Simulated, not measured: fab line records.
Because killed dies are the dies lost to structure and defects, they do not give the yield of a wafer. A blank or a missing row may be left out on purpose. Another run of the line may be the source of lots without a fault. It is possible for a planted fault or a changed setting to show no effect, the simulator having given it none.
Struck lot and sound lot, side by side / flow rit cmos / 34 steps out of a route of 202
Sound: these wafers, L262.2, L262.3, L262.4. Struck: wafers L271.1, L271.5, L271.6. The cause is given at the end.
Per side, at each step with rows, come the tool, then ch with its chambers, and then its first start. Under that, the readings that differ: sound wafers / struck wafers / difference of the means / sigmas: that difference in standard deviations of wafers without a fault.
alike: readings with means less than 2 such deviations apart, plus words and numbers identical on both sides. not compared: withheld readings, readings lacking a value on some wafer, bounds such as >300 that could conceal the same value, and numbers that have no deviation in the record and whose values overlap.
A row with sigmas, a row that says differs or no value, or rows on one side alone: a step with any of these is where the two part. When numbers do not overlap yet have no deviation, they are printed without sigmas and do not part them. A reading missing from all wafers of one side parts the sides only when that side holds two or more wafers.

first, 2 steps without rows for these wafers: RIT_SPACER_CLEAN_02 (cleans in SC2, time 600 s); RIT_SPACER_CVD_03 (deposits Si3N4 from SiH2Cl2/NH3, target thk 250 nm, time 3300 s).
RIT_SPACER_THK_MEAS_04:
  struck on film metro-04, day 6 07:51; sound on film metro-02, day 4 14:11
  alike: SPACER_NITRIDE_THK
RIT_SPACER_ETCHBACK_05: etches Si3N4 in SF6/CHF3, stops on SiO2, target depth 250 nm, time 240 s.
  sound on rie diel-02 ch 1,2,3, day 4 14:14; struck on rie diel-02 ch 0,1,3, day 6 07:55
  alike: drypump motor current A, oes product au, throttle valve pct
  not compared: rf hours counter h
then, 6 steps without rows for these wafers: RIT_NSD_HMDS_00 (prime time 60 s); RIT_NSD_COAT_01 (resist thk 1000 nm); RIT_NSD_SOFTBAKE_02 (time 60 s); RIT_NSD_EXPOSE_03 (exposes mask M9, target cd 40700 nm); RIT_NSD_PEB_04; RIT_NSD_DEVELOP_05 (develop time 50 s).
RIT_NSD_OVL_MEAS_06:
  struck on overlay-02, day 6 08:55; sound on overlay-02, day 4 15:29
reading=NSD_OVL (nm); sound=1.8 0.6 1.9; struck=-1.2 -2.2 -1.1; difference=-2.9; sigmas=-2
then, 1 step without rows for these wafers: RIT_NSD_HARDBAKE_07 (time 60 s).
RIT_NSD_IMPLANT_08:
  sound on implanter-02 ch 0, day 4 15:41; struck on implanter-02 ch 0, day 6 09:06
reading=beam energy keV; sound=25.005 24.992 25.005; struck=32.493 32.504 32.498; difference=+7.498; sigmas=+99 or more
reading=model.implant.rp nm (nm); sound=31.92 31.92 31.92; struck=39.53 39.53 39.53; difference=+7.61; sigmas=
reading=model.implant.drp nm (nm); sound=14.84 14.84 14.84; struck=17.72 17.72 17.72; difference=+2.88; sigmas=
RIT_NSD_STRIP_09: strips in O2, time 180 s.
  sound on plasma asher-03 ch 0,1, day 4 15:49; struck on plasma asher-04 ch 0,1, day 6 09:15
  alike: drypump motor current A
  not compared: rf hours counter h
RIT_NSD_TW_MEAS_10:
  struck on film metro-04, day 6 09:25; sound on film metro-03, day 4 16:00
reading=NSD_TW; sound=3146 3156 3163; struck=3312 3294 3275; difference=+139; sigmas=+4
then, 6 steps without rows for these wafers: RIT_PSD_HMDS_00 (prime time 60 s); RIT_PSD_COAT_01 (resist thk 1000 nm); RIT_PSD_SOFTBAKE_02 (time 60 s); RIT_PSD_EXPOSE_03 (exposes mask M10, target cd 40900 nm); RIT_PSD_PEB_04; RIT_PSD_DEVELOP_05 (develop time 50 s).
RIT_PSD_OVL_MEAS_06:
  struck on overlay-01, day 6 10:20; sound on overlay-01, day 4 16:55
  alike: PSD_OVL
then, 2 steps without rows for these wafers: RIT_PSD_HARDBAKE_07 (time 60 s); RIT_PSD_IMPLANT_08.
RIT_PSD_STRIP_09: strips in O2, time 180 s.
  sound on plasma asher-04 ch 0,1, day 4 17:14; struck on plasma asher-04 ch 0,1, day 6 10:40
  alike: drypump motor current A
  not compared: rf hours counter h
RIT_PSD_TW_MEAS_10:
  struck on film metro-04, day 6 10:50; sound on film metro-04, day 4 17:25
  alike: PSD_TW
then, 3 steps without rows for these wafers: RIT_SDANNEAL_CLEAN_00 (cleans in SC1, time 600 s); RIT_SDANNEAL_CLEAN_01 (cleans in dHF, time 30 s); RIT_SDANNEAL_CLEAN_02 (cleans in SC2, time 600 s).
RIT_SDANNEAL_RTA_03: time 5 s.
  sound on rtp anneal-02 ch 0, day 4 17:51; struck on rtp anneal-01 ch 0, day 6 11:18
  alike: ramp down c per s, wafer_temp_C_max
RIT_SDANNEAL_RS_MEAS_04: measurement is done with a four-point probe.
  struck on film metro-03, day 6 11:22; sound on film metro-03, day 4 17:55
  alike: PSD_RS
RIT_SDANNEAL_RS_MEAS_05: measurement is done with a four-point probe.
  struck on film metro-03, day 6 11:29; sound on film metro-03, day 4 18:02
reading=NSD_RS (ohm/sq); sound=84.3 84.2 84.2; struck=81.7 81.7 81.8; difference=-2.5; sigmas=-8
RIT_SDANNEAL_RS_MEAS_06: measurement is done with a four-point probe.
  struck on film metro-03, day 6 11:36; sound on film metro-03, day 4 18:10
  alike: PLDD_RS
RIT_M1_PROBE_99:
  struck on prober-01, day 6 18:41; sound on prober-02, day 5 01:20
reading=killed at front end; sound=14 11 11; struck=1 7 7; difference=-7; sigmas=-3
reading=killed dies; sound=14 11 11; struck=1 7 7; difference=-7; sigmas=-3
reading=killed open; sound=10 8 4; struck=0 4 4; difference=-5; sigmas=-2
reading=model.etest.contact nplus.end ohm um; sound=43.77 43.38 41.93; struck=38.12 37.87 37.99; difference=-5.03; sigmas=
reading=model.etest.nmos_0p15.junction log10 a um; sound=-13.33 -13.66 -13.44; struck=-13.68 -13.76 -13.73; difference=-0.25; sigmas=
reading=model.etest.diode nplus pwell.bv v (V); sound=5.899 5.907 5.892; struck=6.18 6.126 6.112; difference=+0.24; sigmas=
reading=model.etest.nmos_0p15.bv v (V); sound=5.462 5.5 5.471; struck=5.556 5.515 5.503; difference=+0.047; sigmas=
reading=model.etest.nmos_0p3.bv v (V); sound=5.462 5.5 5.471; struck=5.556 5.515 5.503; difference=+0.047; sigmas=
  alike: killed_at_M0_to_M3, killed at contacts, killed on rim, killed short
  not compared: model.etest.nmos narrow.off log10 a um

## WHERE THEY PART
Earliest at RIT_NSD_OVL_MEAS_06; latest, in this record, at RIT_M1_PROBE_99.

WHY: the cause the simulator had injected
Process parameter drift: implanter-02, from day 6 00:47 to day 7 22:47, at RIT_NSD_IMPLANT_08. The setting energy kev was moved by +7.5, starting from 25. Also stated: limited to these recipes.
